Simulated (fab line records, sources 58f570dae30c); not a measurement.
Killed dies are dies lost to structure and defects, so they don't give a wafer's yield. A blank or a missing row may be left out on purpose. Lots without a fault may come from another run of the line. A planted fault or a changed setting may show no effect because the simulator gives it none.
fab line records | flow berkeley_cmos170
record lots=5 wafers=15 last_day=10
route steps=331 shown V1@268 M2@271 V2@292
lots that met no fault: from a run of the same line without faults
start_h: hours from the record's first day to the start of the lot's first wafer shown | wait_h: hours since the lot's step before | " the same as in the row above | L1.1+2: a row that stands for several wafers | - no value, or no start given | * or withheld: withheld | < > ~ a bound
route shown NAME@n: a module of which the file shows steps, and the number in the route of the first | usual: mean/standard deviation of fault-free wafers | same: alike in all rows | chamber/n: place in a boat | sites: the reading at each site | _std_site: their standard deviation | _edge_site: outer sites' mean less inner sites' | radius_mm: how far each site lies from the wafer's centre | mask NAME#n: copy n | behind: the tool/chamber that last shaped the wafer | hold: why the lot was held/for how many hours/how that ended | device: the transistor (n, p or np) that didn't switch | end of line: the same wafers' tests at the end of the route | a step without rows: its recipe alone | killed: dies lost to structure and defects at the first sort, not the wafer's yield | map: a wafer's dies, x killed, . not, _ none there
set.NAME: the setting as run; set.NAME@STEP: as run at that earlier step | model.NAME: the simulator's own value behind a step, which no gauge read
lots at some steps of the route; a table a step, a row a wafer
services: from which hour (start_h, from the record's first day; less than 0 if before it) a tool's chamber was out of use, for how many hours, and why
## steps
# step UCB170_V1_ETCH_14
# recipe chemistry=CHF3/CF4/Ar target=SiO2 stop_on=Al CHF3_flow_sccm=45 cf4_flow_sccm=15 Ar_flow_sccm=150 pressure_mtorr=200 rf_w=700 target_depth_a=12500 over_etch_frac=0.25 time_s=291
# usual cf4_flow_sccm=15.00/0.044 drypump_motor_current_A=5.6/0.43 oes_product_au=0.870/0.015 throttle_valve_pct=6.96/0.13
# columns lot.wafer tool chamber start_h wait_h cf4_flow_sccm drypump_motor_current_A oes_product_au rf_hours_counter_h throttle_valve_pct
L075.1 rie_diel-02 2 172.67 0.0 14.99 5.8 0.852 113 7.00
L075.2 " 0 " " 15.08 5.7 0.862 134 6.76
L075.6 " 3 " " 15.03 5.1 0.875 - 6.95
L081.1 rie_diel-01 1 200.78 0.0 15.01 5.6 0.860 37 6.79
L081.4 " 3 " " 14.99 4.8 0.848 41 6.76
L081.5 " 0 " " 14.98 5.4 0.871 - 7.17
L086.2 rie_diel-01 1 238.79 0.0 14.97 5.6 0.865 39 6.79
L086.3 " 2 " " 14.91 6.2 0.867 4 7.02
L086.4 " 3 " " 14.99 4.8 0.854 43 6.77
L089.2 rie_diel-02 2 239.06 0.0 14.99 5.9 0.859 116 7.00
L089.4 " 1 " " 14.98 5.6 0.900 103 7.02
L089.5 " 3 " " 14.92 5.1 0.871 - 6.95
L088.1 rie_diel-01 2 239.34 0.0 15.08 6.2 0.862 4 7.01
L088.2 " 3 " " 14.98 4.8 0.863 43 6.76
L088.3 " 1 " " 14.97 5.6 0.859 39 6.79
# step UCB170_V1_STRIP_15
# recipe chemistry=O2 power_w=400 pressure_mtorr=3500 platen_temp_c=withheld o2_flow_sccm=400 overash_fraction=0.5
# usual drypump_motor_current_A=5.9/0.46 o2_flow_sccm=400.0/1.2 oes_product_au=0.721/0.0046 strip_time_to_endpoint_s=15.37/0.13
# columns lot.wafer tool chamber start_h wait_h drypump_motor_current_A o2_flow_sccm oes_product_au rf_hours_counter_h strip_time_to_endpoint_s
L075.1 plasma_asher-04 0 172.85 0.1 6.4 399.7 0.723 44 15.56
L075.2 " 1 " " 6.0 399.7 0.713 44 15.39
L075.6 " 1 " " 6.0 399.8 0.716 - 15.60
L081.1 plasma_asher-04 1 200.96 0.1 6.0 398.7 0.719 47 15.33
L081.4 " 1 " " 6.0 401.4 0.719 - 15.25
L081.5 " 0 " " 6.4 399.5 0.724 - 15.32
L086.2 plasma_asher-02 0 238.97 0.1 5.1 399.9 0.716 54 15.44
L086.3 " 0 " " 5.1 400.6 0.716 - 15.34
L086.4 " 1 " " 6.0 398.1 0.719 - 15.36
L089.2 plasma_asher-03 0 239.24 0.1 6.3 398.3 0.727 13 15.42
L089.4 " 0 " " 6.3 398.6 0.723 - 15.41
L089.5 " 0 " " 6.3 399.2 0.731 - 15.49
L088.1 plasma_asher-02 1 239.52 0.1 6.0 397.4 0.721 54 15.30
L088.2 " 0 " " 5.1 400.3 0.726 54 15.28
L088.3 " 0 " " 5.1 399.0 0.726 - 15.42
# step UCB170_V1_CD_MEAS_90
# recipe target_cd_nm=700
# usual cd_nm=700.6/1.5
# columns lot.wafer tool chamber start_h wait_h cd_nm
L075.1 cd_sem-01 - 172.95 0.1 697.3
L075.2 " - " " 701.5
L075.6 " - " " 699.3
L081.1 cd_sem-02 - 201.06 0.1 702.2
L081.4 " - " " 701.3
L081.5 " - " " 699.5
L086.2 cd_sem-02 - 239.09 0.1 702.0
L086.3 " - " " 700.5
L086.4 " - " " 700.0
L089.2 cd_sem-02 - 239.36 0.1 700.3
L089.4 " - " " 702.5
L089.5 " - " " 700.8
L088.1 cd_sem-01 - 239.62 0.1 697.4
L088.2 " - " " 698.4
L088.3 " - " " 698.6
# step UCB170_M2_PRE_CLEAN_00
# recipe gas=Ar preclean_etch_time_s=60
# columns lot.wafer tool chamber start_h wait_h
L075.1+2+6 pvd_sputter-01 - 173.07 0.1
L081.1+4+5 pvd_sputter-01 - 201.18 0.1
L086.2+3+4 pvd_sputter-04 - 239.19 0.1
L089.2+4+5 pvd_sputter-02 - 239.46 0.1
L088.1+2+3 pvd_sputter-01 - 239.74 0.1
# step UCB170_M2_SPUTTER_01
# recipe material=Al target_thk_nm=900 time_s=120 power_w=6000 chamber_pressure_pa=0.5
# usual throttle_valve_pct=30.1/0.72
# columns lot.wafer tool chamber start_h wait_h throttle_valve_pct
L075.1 pvd_sputter-01 - 173.14 0.0 29.3
L075.2 " - " " 28.6
L075.6 " - " " 28.5
L081.1 pvd_sputter-01 - 201.25 0.0 30.2
L081.4 " - " " 28.6
L081.5 " - " " 28.6
L086.2 pvd_sputter-04 - 239.25 0.0 29.3
L086.3 " - " " 30.7
L086.4 " - " " 31.8
L089.2 pvd_sputter-02 - 239.53 0.0 29.4
L089.4 " - " " 30.2
L089.5 " - " " 30.5
L088.1 pvd_sputter-01 - 239.80 0.0 28.7
L088.2 " - " " 30.3
L088.3 " - " " 29.2
# step UCB170_M2_RS_MEAS_02
# recipe thk_meas_gauge=four-point-probe reads=Al_of_M2_SPUTTER_01
# usual M2_AL_RS=0.0323/0.00043
# columns lot.wafer tool chamber start_h wait_h M2_AL_RS[ohm/sq]
L075.1 film_metro-01 - 173.22 0.0 0.0315
L075.2 " - " " 0.0321
L075.6 " - " " 0.0323
L081.1 film_metro-02 - 201.33 0.0 0.0320
L081.4 " - " " 0.0329
L081.5 " - " " 0.0329
L086.2 film_metro-04 - 239.36 0.1 0.0326
L086.3 " - " " 0.0329
L086.4 " - " " 0.0331
L089.2 film_metro-01 - 239.63 0.1 0.0322
L089.4 " - " " 0.0323
L089.5 " - " " 0.0318
L088.1 film_metro-02 - 239.89 0.0 0.0326
L088.2 " - " " 0.0317
L088.3 " - " " 0.0319
# step UCB170_M2_THK_MEAS_03
# recipe thk_meas_gauge=xrf reads=Al_of_M2_SPUTTER_01
# usual M2_AL_THK=879/13
# columns lot.wafer tool chamber start_h wait_h M2_AL_THK[nm]
L075.1 film_metro-01 - 173.34 0.1 898
L075.2 " - " " 882
L075.6 " - " " 876
L081.1 film_metro-02 - 201.45 0.1 892
L081.4 " - " " 868
L081.5 " - " " 868
L086.2 film_metro-04 - 239.47 0.1 868
L086.3 " - " " 859
L086.4 " - " " 853
L089.2 film_metro-01 - 239.74 0.1 877
L089.4 " - " " 875
L089.5 " - " " 884
L088.1 film_metro-02 - 240.01 0.1 869
L088.2 " - " " 892
L088.3 " - " " 889
# step UCB170_M2_HMDS_04
# recipe prime_time_s=60 prime_temp_c=100
# columns lot.wafer tool chamber start_h wait_h
L075.1+2+6 litho_track-03 0 173.41 0.1
L081.1+4+5 litho_track-02 0 201.98 0.5
L086.2+3+4 litho_track-03 0 239.54 0.1
L089.2+4+5 litho_track-02 0 239.88 0.1
L088.1+2+3 litho_track-03 0 240.07 0.1
# step UCB170_M2_COAT_05
# recipe resist=KrF spin_rpm=1500 resist_thk_nm=900
# columns lot.wafer tool chamber start_h wait_h
L075.1+2+6 litho_track-03 0 173.56 0.1
L081.1+4+5 litho_track-02 0 202.13 0.1
L086.2+3+4 litho_track-03 0 239.69 0.1
L089.2+4+5 litho_track-02 0 240.03 0.1
L088.1+2+3 litho_track-03 0 240.22 0.1
# step UCB170_M2_SOFTBAKE_06
# recipe resist=KrF temp_c=130 time_s=60
# columns lot.wafer tool chamber start_h wait_h
L075.1+2+6 litho_track-03 0 173.71 0.1
L081.1+4+5 litho_track-02 0 202.28 0.1
L086.2+3+4 litho_track-03 0 239.84 0.1
L089.2+4+5 litho_track-02 0 240.18 0.1
L088.1+2+3 litho_track-03 0 240.37 0.1
# step UCB170_M2_STRIP_07
# recipe chemistry=O2 power_w=400 pressure_mtorr=3500 platen_temp_c=withheld o2_flow_sccm=400 overash_fraction=0.5
# usual drypump_motor_current_A=5.7/0.49 o2_flow_sccm=400.1/1.3 oes_product_au=0.735/0.0045 strip_time_to_endpoint_s=21.97/0.07
# columns lot.wafer tool chamber start_h wait_h drypump_motor_current_A o2_flow_sccm oes_product_au rf_hours_counter_h strip_time_to_endpoint_s
L075.1 plasma_asher-04 1 173.86 0.1 6.0 400.3 0.739 45 22.09
L075.2 " 0 " " 6.4 399.6 0.733 45 22.12
L075.6 " 0 " " 6.4 396.7 0.743 - 22.11
L081.1 plasma_asher-02 0 202.43 0.1 5.1 399.6 0.726 50 22.00
L081.4 " 1 " " 5.9 398.9 0.734 - 21.89
L081.5 " 1 " " 5.9 400.9 0.723 - 21.91
L086.2 plasma_asher-02 1 239.97 0.1 5.9 401.6 0.733 54 22.06
L086.3 " 0 " " 5.0 399.2 0.737 - 22.07
L086.4 " 1 " " 5.9 401.7 0.741 - 22.07
L089.2 plasma_asher-01 0 240.30 0.1 5.1 400.9 0.743 48 21.87
L089.4 " 0 " " 5.0 401.2 0.732 - 21.91
L089.5 " 0 " " 5.1 400.4 0.739 - 21.87
L088.1 plasma_asher-04 1 240.52 0.1 6.0 400.0 0.743 52 21.92
L088.2 " 0 " " 6.4 400.6 0.738 52 21.98
L088.3 " 0 " " 6.4 401.2 0.737 - 22.01
# step UCB170_M2_STRIP_08
# recipe chemistry=DMSO temp_c=80 time_s=600 material=KrF
# usual bath_heat_duty_pct=17.7/2.1 temp_c=79.99/0.14
# columns lot.wafer tool chamber start_h wait_h bath_heat_duty_pct temp_c
L075.1 wet_bench-01 1 174.70 0.8 16.6 80.01
L075.2 " 1 " " 15.7 80.11
L075.6 " 1 " " 15.6 80.24
L081.1 wet_bench-01 3 203.47 1.0 19.5 80.10
L081.4 " 3 " " 18.9 80.07
L081.5 " 3 " " 19.2 80.01
L086.2 wet_bench-04 2 240.13 0.1 19.1 80.17
L086.3 " 2 " " 20.7 79.92
L086.4 " 2 " " 18.7 80.09
L089.2 wet_bench-04 1 240.40 0.1 17.7 79.68
L089.4 " 1 " " 17.4 79.62
L089.5 " 1 " " 17.7 79.67
L088.1 wet_bench-04 3 240.62 0.1 14.8 80.19
L088.2 " 3 " " 14.5 80.17
L088.3 " 3 " " 14.2 80.13
# step UCB170_M2_COAT_09
# recipe resist=BARC temp_c=withheld time_s=withheld spin_rpm=3000 resist_thk_nm=withheld
# columns lot.wafer tool chamber start_h wait_h
L075.1+2+6 litho_track-01 0 174.89 0.0
L081.1+4+5 litho_track-02 0 203.64 0.0
L086.2+3+4 litho_track-02 0 240.78 0.5
L088.1+2+3 litho_track-02 0 241.20 0.4
L089.2+4+5 litho_track-01 0 241.21 0.6
# step UCB170_M2_COAT_10
# recipe resist=KrF spin_rpm=1500 resist_thk_nm=900
# columns lot.wafer tool chamber start_h wait_h
L075.1+2+6 litho_track-01 0 - -
L081.1+4+5 litho_track-02 0 - -
L086.2+3+4 litho_track-02 0 - -
L088.1+2+3 litho_track-02 0 - -
L089.2+4+5 litho_track-01 0 - -
# step UCB170_M2_SOFTBAKE_11
# recipe resist=KrF temp_c=130 time_s=60
# columns lot.wafer tool chamber start_h wait_h
L075.1+2+6 litho_track-01 0 - -
L081.1+4+5 litho_track-02 0 - -
L086.2+3+4 litho_track-02 0 - -
L088.1+2+3 litho_track-02 0 - -
L089.2+4+5 litho_track-01 0 - -
# step UCB170_M2_EXPOSE_12
# recipe mask_id=METAL2 target_cd_nm=700 na=0.5 sigma_outer=0.6 source_shape=conventional dose_mj=26
# usual focus_offset_nm=-0.1/0.52 reticle_temp_C=23.00/0.093
# columns lot.wafer tool chamber start_h wait_h mask focus_offset_nm reticle_temp_C
L075.1 krf_scanner-02 0 175.58 - METAL2#0 -0.4 23.12
L075.2 " 0 " " METAL2#0 0.1 22.93
L075.6 " 0 " " METAL2#0 0.3 22.96
L081.1 krf_scanner-01 0 204.46 - METAL2#0 -0.1 22.81
L081.4 " 0 " " METAL2#0 -0.1 22.97
L081.5 " 0 " " METAL2#0 -0.4 22.87
L086.2 krf_scanner-01 0 241.35 - METAL2#0 -0.1 23.14
L086.3 " 0 " " METAL2#0 -0.6 23.12
L086.4 " 0 " " METAL2#0 0.0 23.09
L089.2 krf_scanner-02 0 241.78 - METAL2#0 0.3 23.03
L089.4 " 0 " " METAL2#0 -0.5 22.86
L089.5 " 0 " " METAL2#0 0.4 22.90
L088.1 krf_scanner-01 0 242.00 - METAL2#0 0.0 23.10
L088.2 " 0 " " METAL2#0 0.2 23.12
L088.3 " 0 " " METAL2#0 0.6 23.14
# step UCB170_M2_PEB_13
# recipe peb_temp_c=130 peb_time_s=withheld resist=KrF
# columns lot.wafer tool chamber start_h wait_h
L075.1+2+6 litho_track-01 0 175.79 0.2
L081.1+4+5 litho_track-01 0 204.99 0.5
L086.2+3+4 litho_track-01 0 242.11 0.7
L089.2+4+5 litho_track-03 0 242.44 0.6
L088.1+2+3 litho_track-01 0 242.81 0.8
# step UCB170_M2_DEVELOP_14
# recipe developer=TMAH develop_time_s=45 resist=KrF dev_temp_c=21
# same develop_time_s=45
# columns lot.wafer tool chamber start_h wait_h
L075.1+2+6 litho_track-01 0 - -
L081.1+4+5 litho_track-01 0 - -
L086.2+3+4 litho_track-01 0 - -
L089.2+4+5 litho_track-03 0 - -
L088.1+2+3 litho_track-01 0 - -
# step UCB170_M2_CD_MEAS_15
# recipe target_cd_nm=700
# usual cd_nm=700.2/1.4
# columns lot.wafer tool chamber start_h wait_h cd_nm
L075.1 cd_sem-02 - 176.07 - 700.0
L075.2 " - " " 700.7
L075.6 " - " " 698.9
L081.1 cd_sem-01 - 205.27 - 701.0
L081.4 " - " " 700.2
L081.5 " - " " 699.9
L086.2 cd_sem-02 - 242.38 - 697.7
L086.3 " - " " 697.9
L086.4 " - " " 696.7
L089.2 cd_sem-01 - 242.71 - 700.6
L089.4 " - " " 699.8
L089.5 " - " " 701.2
L088.1 cd_sem-02 - 243.08 - 700.2
L088.2 " - " " 699.4
L088.3 " - " " 698.9
# step UCB170_M2_OVL_MEAS_16
# usual M2_OVL=-2/6.7
# columns lot.wafer tool chamber start_h wait_h M2_OVL[nm]
L075.1 overlay-01 - 176.22 0.1 -11
L075.2 " - " " -10
L075.6 " - " " -17
L081.1 overlay-02 - 205.39 0.1 13
L081.4 " - " " 8
L081.5 " - " " 10
L086.2 overlay-01 - 242.48 0.1 -2
L086.3 " - " " 0
L086.4 " - " " 4
L089.2 overlay-02 - 242.82 0.1 0
L089.4 " - " " -5
L089.5 " - " " -4
L088.1 overlay-02 - 243.20 0.1 -5
L088.2 " - " " -7
L088.3 " - " " -6
# step UCB170_M2_ETCH_17
# recipe chemistry=N2/H2 target_depth_a=withheld overetch_a=withheld target=BARC time_s=withheld source_w=500 bias_w=100 pressure_mtorr=30 n2_flow_sccm=100 h2_flow_sccm=200
# usual drypump_motor_current_A=5.4/0.46 oes_product_au=0.990/0.023 throttle_valve_pct=13.31/0.23
# columns lot.wafer tool chamber start_h wait_h drypump_motor_current_A oes_product_au throttle_valve_pct
L075.1 rie_diel-02 0 176.26 0.0 5.8 1.001 12.92
L075.2 " 1 " " 5.7 1.004 13.37
L075.6 " 2 " " 5.8 0.982 13.23
L081.1 rie_diel-02 1 205.42 0.0 5.6 0.995 13.35
L081.4 " 3 " " 5.1 0.962 13.19
L081.5 " 1 " " 5.7 1.009 13.35
L086.2 rie_diel-02 2 242.51 0.0 5.8 0.975 13.22
L086.3 " 3 " " 5.1 0.972 13.18
L086.4 " 0 " " 5.8 1.000 12.92
L089.2 rie_diel-03 1 242.85 0.0 4.7 1.050 13.32
L089.4 " 3 " " 4.9 0.962 13.36
L089.5 " 2 " " 4.8 0.969 13.12
L088.1 rie_diel-01 3 243.24 0.0 4.8 0.970 13.04
L088.2 " 1 " " 5.6 1.012 13.25
L088.3 " 0 " " 5.4 1.011 13.80
# step UCB170_M2_METAL_ETCH_18
# recipe chemistry=Cl2/BCl3 target=Al stop_on=SiO2 pressure_mtorr=12 target_depth_a=11700 over_etch_frac=0.3 time_s=195 icp_w=600 bias_w=120 Cl2_flow_sccm=90 bcl3_flow_sccm=45
# usual drypump_motor_current_A=5.6/0.49 oes_product_au=0.861/0.012 throttle_valve_pct=24.37/0.19
# columns lot.wafer tool chamber start_h wait_h drypump_motor_current_A oes_product_au rf_hours_counter_h throttle_valve_pct
L075.1 rie_metal-01 0 176.30 - 4.9 0.865 7 24.26
L075.2 " 1 " " 5.6 0.867 7 24.74
L075.6 " 0 " " 4.9 0.844 - 24.27
L081.1 rie_metal-04 1 205.47 - 6.4 0.862 2 24.30
L081.4 " 0 " " 5.2 0.853 - 24.23
L081.5 " 1 " " 6.4 0.852 - 24.32
L086.2 rie_metal-04 1 242.55 - 6.4 0.850 2 24.31
L086.3 " 1 " " 6.4 0.851 - 24.31
L086.4 " 0 " " 5.2 0.846 - 24.25
L089.2 rie_metal-02 1 242.89 - 5.5 0.874 5 24.46
L089.4 " 0 " " 6.0 0.879 - 24.19
L089.5 " 1 " " 5.5 0.871 - 24.44
L088.1 rie_metal-01 0 243.28 - 4.9 0.842 10 24.27
L088.2 " 1 " " 5.7 0.854 9 24.74
L088.3 " 0 " " 4.9 0.856 - 24.25
# step UCB170_M2_STRIP_19
# recipe chemistry=O2 power_w=400 pressure_mtorr=3500 platen_temp_c=withheld o2_flow_sccm=400 overash_fraction=0.5
# usual drypump_motor_current_A=5.7/0.5 o2_flow_sccm=400.0/0.98 oes_product_au=0.544/0.023
# columns lot.wafer tool chamber start_h wait_h drypump_motor_current_A o2_flow_sccm oes_product_au rf_hours_counter_h
L075.1 plasma_asher-01 0 176.49 0.1 5.1 399.7 0.521 40
L075.2 " 1 " " 5.9 398.4 0.559 40
L075.6 " 1 " " 5.9 398.7 0.535 -
L081.1 plasma_asher-02 1 205.65 0.1 5.9 399.4 0.526 50
L081.4 " 1 " " 6.0 400.0 0.529 -
L081.5 " 1 " " 5.9 400.5 0.530 -
L086.2 plasma_asher-01 0 242.74 0.1 5.1 400.7 0.535 48
L086.3 " 0 " " 5.1 400.4 0.540 -
L086.4 " 1 " " 5.9 399.4 0.544 -
L089.2 plasma_asher-04 1 243.08 0.1 6.0 401.2 0.524 52
L089.4 " 1 " " 6.0 400.3 0.585 -
L089.5 " 0 " " 6.4 399.0 0.526 -
L088.1 plasma_asher-02 1 243.53 0.2 5.9 398.6 0.544 54
L088.2 " 0 " " 5.0 400.0 0.565 54
L088.3 " 0 " " 5.1 399.1 0.539 -
# step UCB170_M2_CD_MEAS_90
# recipe target_cd_nm=700
# usual cd_nm=701/4.8
# columns lot.wafer tool chamber start_h wait_h cd_nm
L075.1 cd_sem-01 - 176.59 0.1 698
L075.2 " - " " 691
L075.6 " - " " 701
L081.1 cd_sem-02 - 205.75 0.1 699
L081.4 " - " " 700
L081.5 " - " " 697
L086.2 cd_sem-02 - 242.86 0.1 701
L086.3 " - " " 701
L086.4 " - " " 698
L089.2 cd_sem-01 - 243.20 0.1 703
L089.4 " - " " 706
L089.5 " - " " 706
L088.1 cd_sem-02 - 243.63 0.1 703
L088.2 " - " " 698
L088.3 " - " " 703
# step UCB170_V2_CVD_00
# recipe material=SiO2 target_thk_nm=2000 temp_c=390 precursor=TEOS/O2 time_s=250 rf_w=550 pressure_mtorr=9000
# usual heater_power_w=238/47 susceptor_temp_C=389.98/0.22
# columns lot.wafer tool chamber start_h wait_h heater_power_w susceptor_temp_C
L075.1 pecvd-03 1 176.71 0.1 267 390.09
L075.2 " 2 " " 273 390.12
L075.6 " 0 " " 216 390.29
L081.1 pecvd-01 2 205.87 0.1 239 389.68
L081.4 " 2 " " 169 389.85
L081.5 " 0 " " 288 390.15
L086.2 pecvd-01 2 242.96 0.1 223 390.13
L086.3 " 1 " " 245 390.31
L086.4 " 0 " " 211 390.15
L089.2 pecvd-04 2 243.30 0.1 270 389.90
L089.4 " 2 " " 189 390.16
L089.5 " 1 " " 227 389.88
L088.1 pecvd-03 1 243.75 0.1 279 390.15
L088.2 " 2 " " 295 390.18
L088.3 " 0 " " 280 390.13
# step UCB170_V2_THK_MEAS_01
# recipe reads=SiO2_of_V2_CVD_00
# usual V2_TEOS_THK=2015/28
# columns lot.wafer tool chamber start_h wait_h V2_TEOS_THK[nm]
L075.1 film_metro-04 - 176.86 0.1 2024
L075.2 " - " " 1981
L075.6 " - " " 1971
L081.1 film_metro-04 - 206.03 0.1 1993
L081.4 " - " " 2043
L081.5 " - " " 2021
L086.2 film_metro-03 - 243.13 0.1 2011
L086.3 " - " " 1979
L086.4 " - " " 2021
L089.2 film_metro-04 - 243.46 0.1 2033
L089.4 " - " " 2054
L089.5 " - " " 2099
L088.1 film_metro-04 - 243.90 0.1 1987
L088.2 " - " " 1962
L088.3 " - " " 1950
# step UCB170_V2_CMP_02
# recipe material=SiO2 down_force_psi=6 platen_rpm=60 pad_velocity_m_s=0.75398
# usual motor_current_A=15.5/2.2
# columns lot.wafer tool chamber start_h wait_h motor_current_A
L075.1 cmp-02 3 177.02 0.1 19.1
L075.2 " 0 " " 12.7
L075.6 " 2 " " 18.5
L081.4 cmp-02 0 206.14 0.1 13.3
L081.1 " 1 " " 14.9
L081.5 " 3 " " 18.5
L086.2 cmp-01 0 243.18 0.0 12.4
L086.4 " 1 " " 16.1
L086.3 " 2 " " 14.0
L089.4 cmp-01 0 243.51 0.0 12.0
L089.2 " 2 " " 14.4
L089.5 " 1 " " 16.5
L088.1 cmp-01 2 243.96 0.1 13.9
L088.3 " 3 " " 17.6
L088.2 " 1 " " 15.8
# step UCB170_V2_BOW_MEAS_03
# recipe mode=bow
# usual V2_BOW=37/7.4
# columns lot.wafer tool chamber start_h wait_h V2_BOW[um]
L075.1 film_metro-01 - 177.24 0.2 24
L075.2 " - " " 37
L075.6 " - " " 43
L081.1 film_metro-04 - 206.39 0.1 41
L081.4 " - " " 39
L081.5 " - " " 40
L086.2 film_metro-01 - 243.50 0.3 44
L086.3 " - " " 30
L086.4 " - " " 38
L089.2 film_metro-03 - 243.83 0.2 47
L089.4 " - " " 21
L089.5 " - " " 30
L088.1 film_metro-01 - 244.26 0.2 39
L088.2 " - " " 33
L088.3 " - " " 34
# step UCB170_V2_THK_MEAS_04
# recipe reads=SiO2_of_V2_CVD_00
# usual V2_POLISHED_THK=1000.3/1.4
# columns lot.wafer tool chamber start_h wait_h V2_POLISHED_THK[nm]
L075.1 film_metro-01 - 177.36 0.1 996.7
L075.2 " - " " 1001.8
L075.6 " - " " 999.9
L081.1 film_metro-04 - 206.51 0.1 1002.2
L081.4 " - " " 1001.1
L081.5 " - " " 997.9
L086.2 film_metro-01 - 243.61 0.1 1000.2
L086.3 " - " " 1001.0
L086.4 " - " " 999.0
L089.2 film_metro-03 - 243.94 0.1 1001.7
L089.4 " - " " 1000.3
L089.5 " - " " 999.7
L088.1 film_metro-01 - 244.38 0.1 1001.3
L088.2 " - " " 999.7
L088.3 " - " " 1001.4
# step UCB170_V2_CLEAN_05
# recipe chemistry=DIW
# columns lot.wafer tool chamber start_h wait_h
L075.1+2+6 wet_bench-04 0 179.43 2.1
L081.1+4+5 wet_bench-03 0 206.93 0.4
L086.2+3+4 wet_bench-03 3 243.66 0.0
L089.2+4+5 wet_bench-03 3 243.99 0.0
L088.1+2+3 wet_bench-03 1 244.44 0.1
# step UCB170_V2_HMDS_06
# recipe prime_time_s=60 prime_temp_c=100
# columns lot.wafer tool chamber start_h wait_h
L075.1+2+6 litho_track-03 0 179.78 0.0
L081.1+4+5 litho_track-04 0 207.53 0.2
L086.2+3+4 litho_track-04 0 244.46 0.6
L089.2+4+5 litho_track-03 0 244.72 0.5
L088.1+2+3 litho_track-03 0 245.14 0.5
# step UCB170_V2_COAT_07
# recipe resist=KrF spin_rpm=1500 resist_thk_nm=900
# columns lot.wafer tool chamber start_h wait_h
L075.1+2+6 litho_track-03 0 179.93 0.1
L081.1+4+5 litho_track-04 0 207.68 0.1
L086.2+3+4 litho_track-04 0 244.61 0.1
L089.2+4+5 litho_track-03 0 244.87 0.1
L088.1+2+3 litho_track-03 0 245.29 0.1
# step UCB170_V2_SOFTBAKE_08
# recipe resist=KrF temp_c=130 time_s=60
# columns lot.wafer tool chamber start_h wait_h
L075.1+2+6 litho_track-03 0 180.08 0.1
L081.1+4+5 litho_track-04 0 207.83 0.1
L086.2+3+4 litho_track-04 0 244.76 0.1
L089.2+4+5 litho_track-03 0 245.02 0.1
L088.1+2+3 litho_track-03 0 245.44 0.1
# step UCB170_V2_EXPOSE_09
# recipe mask_id=VIA2 target_cd_nm=700 na=0.5 sigma_outer=0.6 source_shape=conventional dose_mj=37
# usual focus_offset_nm=0.0/0.5 reticle_temp_C=23.02/0.11
# columns lot.wafer tool chamber start_h wait_h mask focus_offset_nm reticle_temp_C
L075.1 krf_scanner-01 0 180.59 0.5 VIA2#0 -0.3 22.97
L075.2 " 0 " " VIA2#0 -0.6 22.91
L075.6 " 0 " " VIA2#0 0.1 22.92
L081.1 krf_scanner-02 0 208.10 0.2 VIA2#0 -0.1 23.05
L081.4 " 0 " " VIA2#0 0.6 23.07
L081.5 " 0 " " VIA2#0 0.3 23.08
L086.2 krf_scanner-01 0 245.04 0.3 VIA2#0 -0.6 22.96
L086.3 " 0 " " VIA2#0 0.0 22.87
L086.4 " 0 " " VIA2#0 0.1 22.97
L089.2 krf_scanner-01 0 245.27 0.2 VIA2#0 0.3 23.12
L089.4 " 0 " " VIA2#0 -0.5 22.97
L089.5 " 0 " " VIA2#0 1.0 23.21
L088.1 krf_scanner-01 0 245.59 0.1 VIA2#0 -0.8 23.02
L088.2 " 0 " " VIA2#0 -0.9 23.07
L088.3 " 0 " " VIA2#0 -0.5 23.08
# step UCB170_V2_PEB_10
# recipe peb_temp_c=130 peb_time_s=withheld resist=KrF
# columns lot.wafer tool chamber start_h wait_h
L075.1+2+6 litho_track-02 0 181.40 0.8
L081.1+4+5 litho_track-04 0 208.88 0.8
L086.2+3+4 litho_track-04 0 245.64 0.6
L089.2+4+5 litho_track-04 0 246.19 0.9
L088.1+2+3 litho_track-03 0 246.32 0.7
# step UCB170_V2_DEVELOP_11
# recipe developer=TMAH develop_time_s=45 resist=KrF dev_temp_c=21
# same develop_time_s=45
# columns lot.wafer tool chamber start_h wait_h
L075.1+2+6 litho_track-02 0 - -
L081.1+4+5 litho_track-04 0 - -
L086.2+3+4 litho_track-04 0 - -
L089.2+4+5 litho_track-04 0 - -
L088.1+2+3 litho_track-03 0 - -
# step UCB170_V2_CD_MEAS_12
# recipe target_cd_nm=700
# usual cd_nm=700.1/1.4
# columns lot.wafer tool chamber start_h wait_h cd_nm
L075.1 cd_sem-01 - 181.68 - 700.1
L075.2 " - " " 698.7
L075.6 " - " " 698.4
L081.1 cd_sem-02 - 209.15 - 700.7
L081.4 " - " " 700.4
L081.5 " - " " 700.8
L086.2 cd_sem-02 - 245.91 - 699.9
L086.3 " - " " 700.1
L086.4 " - " " 699.6
L089.2 cd_sem-01 - 246.46 - 700.8
L089.4 " - " " 701.4
L089.5 " - " " 700.8
L088.1 cd_sem-02 - 246.59 - 701.0
L088.2 " - " " 699.7
L088.3 " - " " 699.2
# step UCB170_V2_OVL_MEAS_13
# usual V2_OVL=3/5.8
# columns lot.wafer tool chamber start_h wait_h V2_OVL[nm]
L075.1 overlay-02 - 181.80 0.1 -5
L075.2 " - " " -8
L075.6 " - " " -3
L081.1 overlay-01 - 209.27 0.1 9
L081.4 " - " " 11
L081.5 " - " " 4
L086.2 overlay-01 - 246.01 0.1 7
L086.3 " - " " 5
L086.4 " - " " 4
L089.2 overlay-02 - 246.56 0.1 -7
L089.4 " - " " -3
L089.5 " - " " -5
L088.1 overlay-01 - 246.71 0.1 7
L088.2 " - " " 9
L088.3 " - " " 1
## services
# columns tool chamber start_h hours kind
krf_scanner-02 - 162.65 0.8 pm
pecvd-01 - 162.65 6.0 pm
wet_bench-01 - 170.27 4.4 pm
rie_diel-01 3 175.37 2.2 repair
pvd_sputter-04 - 175.43 2.6 repair
cmp-01 - 184.31 1.6 repair
cmp-02 - 186.88 8.8 pm
krf_scanner-02 - 188.80 0.8 repair
rie_diel-02 - 196.59 0.4 repair
krf_scanner-01 - 202.06 0.8 pm
cmp-01 - 207.22 4.3 repair
cmp-01 - 207.99 1.8 repair
rie_metal-04 - 210.25 2.8 pm
rie_diel-01 0 214.27 6.6 repair
cmp-02 - 216.27 2.8 repair
pecvd-03 - 217.01 2.0 repair
cmp-02 - 221.61 8.0 repair
plasma_asher-01 - 229.93 2.0 repair
cmp-02 - 231.99 20.8 pm
cmp-01 - 232.00 4.0 pm
krf_scanner-02 - 232.76 1.5 pm
rie_metal-04 - 234.18 1.4 pm
krf_scanner-02 - 244.72 2.1 repair
krf_scanner-01 - 246.25 3.8 repair
## key
fault none
